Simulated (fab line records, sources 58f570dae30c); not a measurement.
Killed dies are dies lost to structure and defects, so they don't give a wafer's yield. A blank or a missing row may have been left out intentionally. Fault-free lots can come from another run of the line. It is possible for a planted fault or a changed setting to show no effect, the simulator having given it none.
fab line records    flow berkeley_cmos170
[record] lots = 5  wafers = 15  last_day = 14
route steps=331 shown PLDD@147 NLDD@158 SPACER@171 PSD@175
lots that met no fault: from a run of the same line without faults
start_h: hours from the record's first day to the start of the lot's first wafer shown    wait_h: hours from the lot's prior step to this one    " repeats the value in the row above    L1.1+2: one row covering several wafers at once    - no value present, or no start provided    * or withheld: withheld    < > ~ a bound
route shown NAME@n: names a module that has steps shown in the file, with the first one's number in the route    usual: mean/standard deviation taken from wafers without a fault    same: alike in all rows    chamber/n: place in a boat    sites: readings site by site    _std_site: their standard deviation    _edge_site: mean of outer sites minus mean of inner sites    radius_mm: how far each site lies from the wafer's centre    mask NAME#n: copy n    behind: tool/chamber where the wafer was last shaped    hold: reason for holding the lot/hours on hold/outcome of the hold    device: which transistor (n, p or np) failed to switch    end of line: the route-end tests of the same wafers    step lacking rows: just its recipe    killed: dies that structure and defects cost at the first sort, which is not the same as the wafer's yield    map: a wafer's dies, x killed, . not, _ none there
set.NAME: setting as actually run; set.NAME@STEP: the setting as run at that earlier step    model.NAME: the simulator's own value behind a step, which no gauge read
a table for each step, a row for each wafer; lots at some steps of the route
services: when a tool's chamber went out of use (start_h, in hours from the record's first day, below 0 if earlier), for how many hours, and the reason
[[steps]]
[step UCB170_PLDD_SOFTBAKE_02]
[recipe] resist = KrF  temp_c = 130  time_s = 60
lot.wafer   tool            chamber  start_h  wait_h
L075.1+3+4  litho_track-01  0        148.73   0.1
L076.1+3+6  litho_track-04  0        178.19   0.1
L085.1+5+6  litho_track-01  0        213.04   0.1
L087.2+5+6  litho_track-03  0        213.15   0.1
L097.2+3+6  litho_track-03  0        287.45   0.1
[step UCB170_PLDD_EXPOSE_03]
[recipe] mask_id = PSELECT  na = 0.5  sigma_outer = 0.6  source_shape = conventional  target_cd_nm = 1200  dose_mj = 30
lot.wafer   tool            chamber  start_h  wait_h  mask
L075.1+3+4  krf_scanner-02  0        148.88   0.1     PSELECT#0
L076.1+3+6  krf_scanner-02  0        178.34   0.1     PSELECT#0
L085.1+5+6  krf_scanner-01  0        213.19   0.1     PSELECT#0
L087.2+5+6  krf_scanner-02  0        213.45   0.3     PSELECT#0
L097.2+3+6  krf_scanner-02  0        287.82   0.3     PSELECT#0
[step UCB170_PLDD_PEB_04]
[recipe] peb_temp_c = 130  peb_time_s = withheld  resist = KrF
lot.wafer   tool            chamber  start_h  wait_h
L075.1+3+4  litho_track-03  0        149.00   0.1
L076.1+3+6  litho_track-03  0        178.86   0.5
L085.1+5+6  litho_track-03  0        213.31   0.1
L087.2+5+6  litho_track-03  0        213.61   0.1
L097.2+3+6  litho_track-01  0        288.01   0.2
[step UCB170_PLDD_DEVELOP_05]
[recipe] developer = TMAH  develop_time_s = 45  resist = KrF  dev_temp_c = 21
lot.wafer   tool            chamber  start_h  wait_h
L075.1+3+4  litho_track-03  0        -        -
L076.1+3+6  litho_track-03  0        -        -
L085.1+5+6  litho_track-03  0        -        -
L087.2+5+6  litho_track-03  0        -        -
L097.2+3+6  litho_track-01  0        -        -
[step UCB170_PLDD_CD_MEAS_06]
[recipe] target_cd_nm = 1200
[usual] cd_nm = 1200.2/1.5
lot.wafer  tool       chamber  start_h  wait_h  cd_nm
L075.1     cd_sem-01  -        149.28   -       1201.3
L075.3     "          -        "        "       1202.8
L075.4     "          -        "        "       1203.0
L076.1     cd_sem-01  -        179.14   -       1201.1
L076.3     "          -        "        "       1200.2
L076.6     "          -        "        "       1200.3
L085.1     cd_sem-02  -        213.64   -       1200.1
L085.5     "          -        "        "       1201.3
L085.6     "          -        "        "       1201.5
L087.2     cd_sem-01  -        213.88   -       1203.2
L087.5     "          -        "        "       1202.5
L087.6     "          -        "        "       1203.4
L097.2     cd_sem-02  -        288.38   -       1200.1
L097.3     "          -        "        "       1199.6
L097.6     "          -        "        "       1199.7
[step UCB170_PLDD_OVL_MEAS_07]
[usual] PLDD_OVL = -3/6.9
lot.wafer  tool        chamber  start_h  wait_h  PLDD_OVL[nm]
L075.1     overlay-01  -        149.40   0.1     -17
L075.3     "           -        "        "       -10
L075.4     "           -        "        "       -11
L076.1     overlay-02  -        179.26   0.1     -4
L076.3     "           -        "        "       -6
L076.6     "           -        "        "       -6
L085.1     overlay-01  -        213.76   0.1     7
L085.5     "           -        "        "       6
L085.6     "           -        "        "       1
L087.2     overlay-02  -        213.98   0.1     -2
L087.5     "           -        "        "       2
L087.6     "           -        "        "       -8
L097.2     overlay-02  -        288.49   0.1     5
L097.3     "           -        "        "       5
L097.6     "           -        "        "       10
[step UCB170_PLDD_IMPLANT_08]
[recipe] species = BF2  dose_cm2 = 5e+13  energy_kev = 10  tilt_deg = 7  rotation_deg = 0
[usual] tilt_deg = 7.005/0.016
lot.wafer  tool          chamber  start_h  wait_h  tilt_deg
L075.1     implanter-01  0        149.43   0.0     6.992
L075.3     "             0        "        "       6.973
L075.4     "             0        "        "       7.013
L076.1     implanter-01  0        179.29   0.0     7.012
L076.3     "             0        "        "       6.959
L076.6     "             0        "        "       6.974
L085.1     implanter-02  0        213.80   0.0     7.018
L085.5     "             0        "        "       7.033
L085.6     "             0        "        "       7.021
L087.2     implanter-03  0        214.04   0.0     6.986
L087.5     "             0        "        "       7.000
L087.6     "             0        "        "       7.025
L097.2     implanter-01  0        288.54   0.0     6.998
L097.3     "             0        "        "       7.001
L097.6     "             0        "        "       6.982
[step UCB170_PLDD_IMPLANT_09]
[recipe] species = BF2  dose_cm2 = 5e+13  energy_kev = 10  tilt_deg = 7  rotation_deg = 180
[usual] tilt_deg = 7.003/0.019
lot.wafer  tool          chamber  start_h  wait_h  tilt_deg
L075.1     implanter-01  0        149.58   0.1     6.998
L075.3     "             0        "        "       6.982
L075.4     "             0        "        "       7.011
L076.1     implanter-01  0        179.44   0.1     6.956
L076.3     "             0        "        "       6.976
L076.6     "             0        "        "       7.032
L085.1     implanter-02  0        213.95   0.1     7.030
L085.5     "             0        "        "       7.013
L085.6     "             0        "        "       6.991
L087.2     implanter-03  0        214.19   0.1     7.029
L087.5     "             0        "        "       7.013
L087.6     "             0        "        "       7.024
L097.2     implanter-01  0        288.69   0.1     7.001
L097.3     "             0        "        "       7.045
L097.6     "             0        "        "       7.026
[step UCB170_PLDD_STRIP_10]
[recipe] chemistry = O2  power_w = 400  pressure_mtorr = 3500  platen_temp_c = withheld  o2_flow_sccm = 400  overash_fraction = 0.5
[usual] drypump_motor_current_A = 6.23/0.2  oes_product_au = 0.734/0.0042  strip_time_to_endpoint_s = 21.60/0.058
lot.wafer  tool             chamber  start_h  wait_h  drypump_motor_current_A  oes_product_au  rf_hours_counter_h  strip_time_to_endpoint_s
L075.1     plasma_asher-01  0        149.73   0.1     6.27                     0.734           37                  21.60
L075.3     "                1        "        "       6.27                     0.730           -                   21.64
L075.4     "                0        "        "       6.28                     0.730           -                   21.65
L076.1     plasma_asher-03  0        179.59   0.1     6.55                     0.740           6                   21.64
L076.3     "                0        "        "       6.54                     0.733           -                   21.60
L076.6     "                1        "        "       5.89                     0.738           -                   21.68
L085.1     plasma_asher-04  0        214.10   0.1     6.38                     0.727           56                  21.65
L085.5     "                1        "        "       6.04                     0.741           -                   21.71
L085.6     "                0        "        "       6.35                     0.739           -                   21.64
L087.2     plasma_asher-01  0        214.31   0.1     6.30                     0.731           43                  21.64
L087.5     "                0        "        "       6.29                     0.734           -                   21.60
L087.6     "                1        "        "       6.25                     0.731           -                   21.61
L097.2     plasma_asher-04  0        288.82   0.1     6.35                     0.736           65                  21.66
L097.3     "                1        "        "       6.06                     0.730           -                   21.56
L097.6     "                0        "        "       6.36                     0.735           -                   21.57
[step UCB170_PLDD_TW_MEAS_11]
[usual] PLDD_TW = 1006/5.1
lot.wafer  tool           chamber  start_h  wait_h  PLDD_TW
L075.1     film_metro-01  -        149.83   0.1     1006
L075.3     "              -        "        "       1000
L075.4     "              -        "        "       1001
L076.1     film_metro-01  -        179.69   0.1     1003
L076.3     "              -        "        "       1004
L076.6     "              -        "        "       1000
L085.1     film_metro-04  -        214.20   0.1     1007
L085.5     "              -        "        "       1006
L085.6     "              -        "        "       1006
L087.2     film_metro-01  -        214.42   0.1     998
L087.5     "              -        "        "       999
L087.6     "              -        "        "       1004
L097.2     film_metro-04  -        288.93   0.1     1009
L097.3     "              -        "        "       1007
L097.6     "              -        "        "       1010
[step UCB170_PLDD_CLEAN_12]
[recipe] chemistry = SPM  temp_c = 120  time_s = 600
lot.wafer   tool          chamber  start_h  wait_h
L075.1+3+4  wet_bench-03  1        149.89   0.1
L076.1+3+6  wet_bench-02  3        179.75   0.1
L085.1+5+6  wet_bench-03  3        214.40   0.2
L087.2+5+6  wet_bench-02  0        214.69   0.3
L097.2+3+6  wet_bench-01  2        289.03   0.1
[step UCB170_NLDD_HMDS_00]
[recipe] prime_time_s = 60  prime_temp_c = 100
lot.wafer   tool            chamber  start_h  wait_h
L075.1+3+4  litho_track-03  0        150.07   0.0
L076.1+3+6  litho_track-04  0        179.93   0.0
L085.1+5+6  litho_track-03  0        214.64   0.1
L087.2+5+6  litho_track-02  0        215.25   0.4
L097.2+3+6  litho_track-02  0        289.23   0.0
[step UCB170_NLDD_COAT_01]
[recipe] resist = KrF  spin_rpm = 1500  resist_thk_nm = 900
lot.wafer   tool            chamber  start_h  wait_h
L075.1+3+4  litho_track-03  0        150.22   0.1
L076.1+3+6  litho_track-04  0        180.08   0.1
L085.1+5+6  litho_track-03  0        214.79   0.1
L087.2+5+6  litho_track-02  0        215.40   0.1
L097.2+3+6  litho_track-02  0        289.38   0.1
[step UCB170_NLDD_SOFTBAKE_02]
[recipe] resist = KrF  temp_c = 130  time_s = 60
lot.wafer   tool            chamber  start_h  wait_h
L075.1+3+4  litho_track-03  0        150.37   0.1
L076.1+3+6  litho_track-04  0        180.23   0.1
L085.1+5+6  litho_track-03  0        214.94   0.1
L087.2+5+6  litho_track-02  0        215.55   0.1
L097.2+3+6  litho_track-02  0        289.53   0.1
[step UCB170_NLDD_EXPOSE_03]
[recipe] mask_id = NSELECT  na = 0.5  sigma_outer = 0.6  source_shape = conventional  target_cd_nm = 1200  dose_mj = 30
lot.wafer   tool            chamber  start_h  wait_h  mask
L075.1+3+4  krf_scanner-01  0        150.64   0.2     NSELECT#0
L076.1+3+6  krf_scanner-01  0        180.38   0.1     NSELECT#0
L085.1+5+6  krf_scanner-01  0        215.09   0.1     NSELECT#0
L087.2+5+6  krf_scanner-02  0        215.82   0.2     NSELECT#0
L097.2+3+6  krf_scanner-02  0        289.80   0.2     NSELECT#0
[step UCB170_NLDD_PEB_04]
[recipe] peb_temp_c = 130  peb_time_s = withheld  resist = KrF
lot.wafer   tool            chamber  start_h  wait_h
L075.1+3+4  litho_track-02  0        150.76   0.1
L076.1+3+6  litho_track-04  0        180.49   0.1
L085.1+5+6  litho_track-02  0        215.68   0.6
L087.2+5+6  litho_track-02  0        215.98   0.1
L097.2+3+6  litho_track-03  0        289.92   0.1
[step UCB170_NLDD_DEVELOP_05]
[recipe] developer = TMAH  develop_time_s = 45  resist = KrF  dev_temp_c = 21
lot.wafer   tool            chamber  start_h  wait_h
L075.1+3+4  litho_track-02  0        -        -
L076.1+3+6  litho_track-04  0        -        -
L085.1+5+6  litho_track-02  0        -        -
L087.2+5+6  litho_track-02  0        -        -
L097.2+3+6  litho_track-03  0        -        -
[step UCB170_NLDD_CD_MEAS_06]
[recipe] target_cd_nm = 1200
[usual] cd_nm = 1199.5/1.6
lot.wafer  tool       chamber  start_h  wait_h  cd_nm
L075.1     cd_sem-02  -        151.03   -       1197.3
L075.3     "          -        "        "       1196.8
L075.4     "          -        "        "       1196.3
L076.1     cd_sem-01  -        180.77   -       1198.0
L076.3     "          -        "        "       1197.4
L076.6     "          -        "        "       1196.3
L085.1     cd_sem-01  -        215.95   -       1199.8
L085.5     "          -        "        "       1201.0
L085.6     "          -        "        "       1199.2
L087.2     cd_sem-02  -        216.30   -       1199.8
L087.5     "          -        "        "       1198.9
L087.6     "          -        "        "       1199.8
L097.2     cd_sem-02  -        290.19   -       1200.8
L097.3     "          -        "        "       1201.2
L097.6     "          -        "        "       1202.9
[step UCB170_NLDD_OVL_MEAS_07]
[usual] NLDD_OVL = 0/5.2
lot.wafer  tool        chamber  start_h  wait_h  NLDD_OVL[nm]
L075.1     overlay-01  -        151.15   0.1     1
L075.3     "           -        "        "       -5
L075.4     "           -        "        "       1
L076.1     overlay-01  -        180.89   0.1     -5
L076.3     "           -        "        "       -1
L076.6     "           -        "        "       -5
L085.1     overlay-01  -        216.07   0.1     1
L085.5     "           -        "        "       -1
L085.6     "           -        "        "       -6
L087.2     overlay-01  -        216.40   0.1     3
L087.5     "           -        "        "       2
L087.6     "           -        "        "       0
L097.2     overlay-02  -        290.30   0.1     0
L097.3     "           -        "        "       3
L097.6     "           -        "        "       3
[step UCB170_NLDD_IMPLANT_08]
[recipe] species = As  dose_cm2 = 5e+13  energy_kev = 30  tilt_deg = 7  rotation_deg = 0
[usual] tilt_deg = 6.998/0.024
lot.wafer  tool          chamber  start_h  wait_h  tilt_deg
L075.1     implanter-02  0        151.19   0.0     6.999
L075.3     "             0        "        "       7.007
L075.4     "             0        "        "       7.025
L076.1     implanter-04  0        180.92   0.0     7.025
L076.3     "             0        "        "       7.020
L076.6     "             0        "        "       7.010
L085.1     implanter-01  0        216.11   0.0     7.035
L085.5     "             0        "        "       7.014
L085.6     "             0        "        "       7.025
L087.2     implanter-04  0        216.46   0.0     7.004
L087.5     "             0        "        "       6.982
L087.6     "             0        "        "       7.024
L097.2     implanter-02  0        290.35   0.0     6.999
L097.3     "             0        "        "       7.039
L097.6     "             0        "        "       6.994
[step UCB170_NLDD_IMPLANT_09]
[recipe] species = As  dose_cm2 = 5e+13  energy_kev = 30  tilt_deg = 7  rotation_deg = 180
[usual] tilt_deg = 6.995/0.021
lot.wafer  tool          chamber  start_h  wait_h  tilt_deg
L075.1     implanter-02  0        151.34   0.1     6.981
L075.3     "             0        "        "       7.011
L075.4     "             0        "        "       6.982
L076.1     implanter-04  0        181.07   0.1     7.003
L076.3     "             0        "        "       7.005
L076.6     "             0        "        "       7.008
L085.1     implanter-01  0        216.26   0.1     6.986
L085.5     "             0        "        "       6.995
L085.6     "             0        "        "       7.004
L087.2     implanter-04  0        216.61   0.1     7.019
L087.5     "             0        "        "       7.013
L087.6     "             0        "        "       7.017
L097.2     implanter-02  0        290.50   0.1     6.992
L097.3     "             0        "        "       6.975
L097.6     "             0        "        "       6.988
[step UCB170_NLDD_STRIP_10]
[recipe] chemistry = O2  power_w = 400  pressure_mtorr = 3500  platen_temp_c = withheld  o2_flow_sccm = 400  overash_fraction = 0.5
[usual] drypump_motor_current_A = 6.09/0.25  oes_product_au = 0.734/0.0051  strip_time_to_endpoint_s = 21.60/0.066
lot.wafer  tool             chamber  start_h  wait_h  drypump_motor_current_A  oes_product_au  rf_hours_counter_h  strip_time_to_endpoint_s
L075.1     plasma_asher-02  0        151.49   0.1     6.23                     0.734           37                  21.44
L075.3     "                0        "        "       6.20                     0.729           -                   21.52
L075.4     "                1        "        "       5.70                     0.730           -                   21.54
L076.1     plasma_asher-04  0        181.22   0.1     6.36                     0.727           53                  21.62
L076.3     "                0        "        "       6.35                     0.736           -                   21.65
L076.6     "                1        "        "       6.05                     0.730           -                   21.64
L085.1     plasma_asher-01  0        216.41   0.1     6.28                     0.740           44                  21.56
L085.5     "                1        "        "       6.24                     0.730           -                   21.64
L085.6     "                0        "        "       6.27                     0.744           -                   21.60
L087.2     plasma_asher-04  0        216.73   0.1     6.38                     0.736           56                  21.60
L087.5     "                0        "        "       6.36                     0.733           -                   21.64
L087.6     "                1        "        "       6.03                     0.728           -                   21.61
L097.2     plasma_asher-02  1        290.63   0.1     5.69                     0.736           51                  21.65
L097.3     "                0        "        "       6.23                     0.742           -                   21.70
L097.6     "                0        "        "       6.19                     0.738           -                   21.68
[step UCB170_NLDD_TW_MEAS_11]
[usual] NLDD_TW = 2206/15
lot.wafer  tool           chamber  start_h  wait_h  NLDD_TW
L075.1     film_metro-01  -        151.59   0.1     2191
L075.3     "              -        "        "       2195
L075.4     "              -        "        "       2191
L076.1     film_metro-01  -        181.32   0.1     2202
L076.3     "              -        "        "       2195
L076.6     "              -        "        "       2193
L085.1     film_metro-02  -        216.51   0.1     2222
L085.5     "              -        "        "       2217
L085.6     "              -        "        "       2210
L087.2     film_metro-01  -        216.84   0.1     2192
L087.5     "              -        "        "       2192
L087.6     "              -        "        "       2193
L097.2     film_metro-04  -        290.74   0.1     2219
L097.3     "              -        "        "       2219
L097.6     "              -        "        "       2230
[step UCB170_NLDD_CLEAN_12]
[recipe] chemistry = SPM  temp_c = 120  time_s = 600
lot.wafer   tool          chamber  start_h  wait_h
L075.1+3+4  wet_bench-04  1        151.65   0.1
L076.1+3+6  wet_bench-03  3        181.38   0.1
L085.1+5+6  wet_bench-02  3        216.57   0.1
L087.2+5+6  wet_bench-02  1        216.89   0.0
L097.2+3+6  wet_bench-02  0        291.61   0.9
[step UCB170_SPACER_CVD_00]
[recipe] material = SiO2  target_thk_nm = 376  temp_c = 390  precursor = TEOS/O2  time_s = 47  rf_w = 550  pressure_mtorr = 9000
[usual] heater_power_w = 282/47
lot.wafer  tool      chamber  start_h  wait_h  heater_power_w
L075.1     pecvd-04  1        151.82   0.0     214
L075.3     "         2        "        "       266
L075.4     "         0        "        "       281
L076.1     pecvd-04  0        181.56   0.0     292
L076.3     "         2        "        "       253
L076.6     "         0        "        "       203
L085.1     pecvd-02  0        216.75   0.0     304
L085.5     "         1        "        "       317
L085.6     "         0        "        "       330
L087.2     pecvd-04  1        217.07   0.0     236
L087.5     "         2        "        "       250
L087.6     "         0        "        "       281
L097.2     pecvd-02  0        291.80   0.0     358
L097.3     "         2        "        "       285
L097.6     "         1        "        "       353
[step UCB170_SPACER_THK_MEAS_01]
[recipe] reads = SiO2_of_SPACER_CVD_00
[usual] SPACER_TEOS_THK = 376/4
lot.wafer  tool           chamber  start_h  wait_h  SPACER_TEOS_THK[nm]
L075.1     film_metro-04  -        151.87   0.0     375
L075.3     "              -        "        "       372
L075.4     "              -        "        "       381
L076.1     film_metro-04  -        181.60   0.0     374
L076.3     "              -        "        "       372
L076.6     "              -        "        "       379
L085.1     film_metro-03  -        216.79   0.0     373
L085.5     "              -        "        "       375
L085.6     "              -        "        "       381
L087.2     film_metro-03  -        217.12   0.0     369
L087.5     "              -        "        "       377
L087.6     "              -        "        "       374
L097.2     film_metro-04  -        291.85   0.0     372
L097.3     "              -        "        "       371
L097.6     "              -        "        "       376
[step UCB170_SPACER_ANNEAL_02]
[recipe] temp_c = 900  time_s = 1800  ambient = N2
[usual] spike_tc_load_C = 924.6/2.4
lot.wafer  tool        chamber  start_h  wait_h  spike_tc_load_C
L075.1     furnace-04  0        160.97   9.1     925.9
L075.3     "           0        "        "       925.7
L075.4     "           0        "        "       927.8
L076.1     furnace-04  0        185.71   4.1     925.9
L076.3     "           0        "        "       927.4
L076.6     "           0        "        "       926.2
L085.1     furnace-02  0        221.20   4.4     923.9
L085.5     "           0        "        "       922.6
L085.6     "           0        "        "       921.8
L087.2     furnace-02  0        221.20   4.1     922.5
L087.5     "           0        "        "       923.9
L087.6     "           0        "        "       921.9
L097.2     furnace-04  0        297.09   5.2     926.9
L097.3     "           0        "        "       928.8
L097.6     "           0        "        "       926.4
[step UCB170_SPACER_ETCHBACK_03]
[recipe] stop_on = Si  target = SiO2  chemistry = CHF3/CF4/Ar  CHF3_flow_sccm = 50  cf4_flow_sccm = 10  Ar_flow_sccm = 120  pressure_mtorr = 200  rf_w = 500  target_depth_a = 3760  time_s = 100
[usual] drypump_motor_current_A = 5.7/0.53  mfc_ar_sccm = 120.0/0.32  oes_product_au = 0.904/0.013  throttle_valve_pct = 6.42/0.11
lot.wafer  tool         chamber  start_h  wait_h  drypump_motor_current_A  mfc_ar_sccm  oes_product_au  rf_hours_counter_h  throttle_valve_pct
L075.1     rie_diel-02  1        162.47   0.0     5.9                      119.9        0.899           69                  6.42
L075.3     "            2        "        "       6.1                      119.5        0.901           4                   6.62
L075.4     "            0        "        "       5.5                      120.1        0.912           132                 6.31
L076.1     rie_diel-03  2        187.21   0.0     5.4                      119.5        0.892           25                  6.30
L076.3     "            2        "        "       5.3                      119.3        0.897           -                   6.28
L076.6     "            2        "        "       5.4                      119.6        0.899           -                   6.29
L085.1     rie_diel-03  0        222.70   0.0     5.7                      120.0        0.906           136                 6.50
L085.5     "            0        "        "       5.7                      120.3        0.903           -                   6.50
L085.6     "            1        "        "       5.1                      120.2        0.913           -                   6.43
L087.2     rie_diel-02  0        222.70   0.0     5.5                      120.0        0.892           135                 6.32
L087.5     "            2        "        "       6.1                      120.0        0.916           -                   6.63
L087.6     "            3        "        "       6.3                      120.2        0.914           -                   6.37
L097.2     rie_diel-04  0        298.59   0.0     6.0                      119.9        0.891           80                  6.28
L097.3     "            2        "        "       5.7                      120.1        0.906           20                  6.39
L097.6     "            0        "        "       6.0                      119.7        0.895           -                   6.26
[step UCB170_PSD_HMDS_00]
[recipe] prime_time_s = 60  prime_temp_c = 100
lot.wafer   tool            chamber  start_h  wait_h
L075.1+3+4  litho_track-04  0        162.55   0.0
L076.1+3+6  litho_track-02  0        187.73   0.5
L087.2+5+6  litho_track-02  0        222.90   0.2
L085.1+5+6  litho_track-04  0        223.16   0.4
L097.2+3+6  litho_track-02  0        298.96   0.3
[[services]]
tool             chamber  start_h  hours  kind
implanter-03     -        131.39   2.0    repair
furnace-02       -        132.66   4.0    pm
krf_scanner-02   -        133.40   0.8    pm
pecvd-04         -        135.50   14.0   pm
implanter-03     -        137.34   1.7    repair
implanter-02     -        142.13   6.8    repair
plasma_asher-04  -        143.24   0.4    repair
krf_scanner-02   -        155.36   0.8    pm
wet_bench-02     -        156.37   1.1    repair
implanter-04     -        159.71   2.3    pm
furnace-04       -        163.82   4.1    pm
implanter-04     -        164.89   2.5    repair
krf_scanner-01   -        193.96   1.0    pm
krf_scanner-02   -        199.80   4.0    pm
wet_bench-03     -        208.20   1.9    pm
implanter-04     -        210.01   1.7    repair
krf_scanner-01   -        245.31   0.8    pm
implanter-01     -        251.81   1.2    repair
implanter-01     -        257.52   18.4   repair
krf_scanner-02   -        257.59   1.3    pm
furnace-04       -        267.46   3.7    pm
wet_bench-03     -        275.68   47.7   repair
krf_scanner-02   -        286.52   1.0    pm
krf_scanner-01   -        294.95   1.3    pm
[[key]]
fault none
